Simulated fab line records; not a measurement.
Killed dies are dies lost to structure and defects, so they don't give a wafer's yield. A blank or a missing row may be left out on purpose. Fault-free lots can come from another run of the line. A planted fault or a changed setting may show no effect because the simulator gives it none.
Problem report, 8D (eight disciplines) form, completed by code | flow rit cmos | the parts of the form that need people (team, actions taken, sign-off) are left out

== 1. WHAT WENT WRONG ==
At RIT_M1_PROBE_99, killed at front end averages 264.0 over 6 wafers from 2 lots, while fault-free wafers read 7.5, standard deviation 2.8. Measured from the usual mean, that is +92 standard deviations.
First observed at day 4 18:40: wafer L888.2, on prober-01. The record holds 24 wafers of 8 lots with a number at this step. The rule behind "out" and "out of limits": a value lying over 4 standard deviations away from the usual mean. All remaining wafers that have a number are taken as sound.

== 2. WHAT THIS IS AND IS NOT ==
question                    | is                                              | is not
which readings at this step | killed at front end, killed dies, killed on rim | killed_at_M0_to_M3, killed at contacts, killed open, killed short
which lots                  | L888, L889                                      | L885, L896, L902, L903, L904, L906
which wafers of those lots  | all that have a number                          | -
read on which tools         | prober-01, prober-02                            | -
when                        | from day 4 18:40                                | up to then (3 sound wafers); but 15 sound wafers of L896, L902, L903, L904, L906 came after

== 3. SUSPECTS, AND WHAT RULES EACH OUT ==
Counting: a tool at a process step up to the reading stays a suspect if it ran every lot that is out and no sound lot after the first of them.
- plasma asher-03 at RIT_NLDD_STRIP_09 (strips in O2, time 180 s): kept. It ran every lot that is out, first L888 (day 4 02:50), and no sound lot after that.
- plasma asher-04 at RIT_PSD_STRIP_09 (strips in O2, time 180 s): ruled out as a lasting fault. The sound lots L904 went through it after L888, its earliest lot that is out (day 4 10:27).
The count leaves plasma asher-03 at RIT_NLDD_STRIP_09.

== 4. THE CAUSE (what the simulator had put in) ==
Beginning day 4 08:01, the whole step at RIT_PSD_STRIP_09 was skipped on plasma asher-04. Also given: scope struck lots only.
Counting ruled it out, wrongly: the rule takes a fault to strike every lot that its tool runs from its start on, and this one did not.

== 5. THE EFFECT CHAIN, in route order ==
Rows list readings where the struck wafers' mean (over those with a number) sits beyond 3 standard deviations from the usual. Scope: only readings with a usual standard deviation given in the record; hours: median across lots of the time from each lot's start at the first step in this table that gives one to its start at this step; sigmas: change in usual standard deviations.
hours | step            | reading             | usual | on struck wafers | change | sigmas
0     | RIT_M1_PROBE_99 | killed at front end | 7.5   | 264.0            | +256.5 | +92
0     | RIT_M1_PROBE_99 | killed dies         | 7.6   | 264.0            | +256.4 | +88
0     | RIT_M1_PROBE_99 | killed on rim       | 2.1   | 70.0             | +67.9  | +49
Its process steps:
- RIT_M1_PROBE_99
Readings that are blank on the struck wafers while sound wafers have them: chamber pressure mTorr at RIT_PSD_STRIP_09; drypump motor current A at RIT_PSD_STRIP_09.

== 6. WHAT WOULD HAVE CAUGHT IT SOONER ==
First out-of-limits reading in this record: day 4 18:40, which is 11 hours after fault onset at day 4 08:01.
At RIT_PSD_STRIP_09 the tool's readings are blank on the struck wafers, where sound wafers have them: an empty tool record is the first sign, and it was there at once.
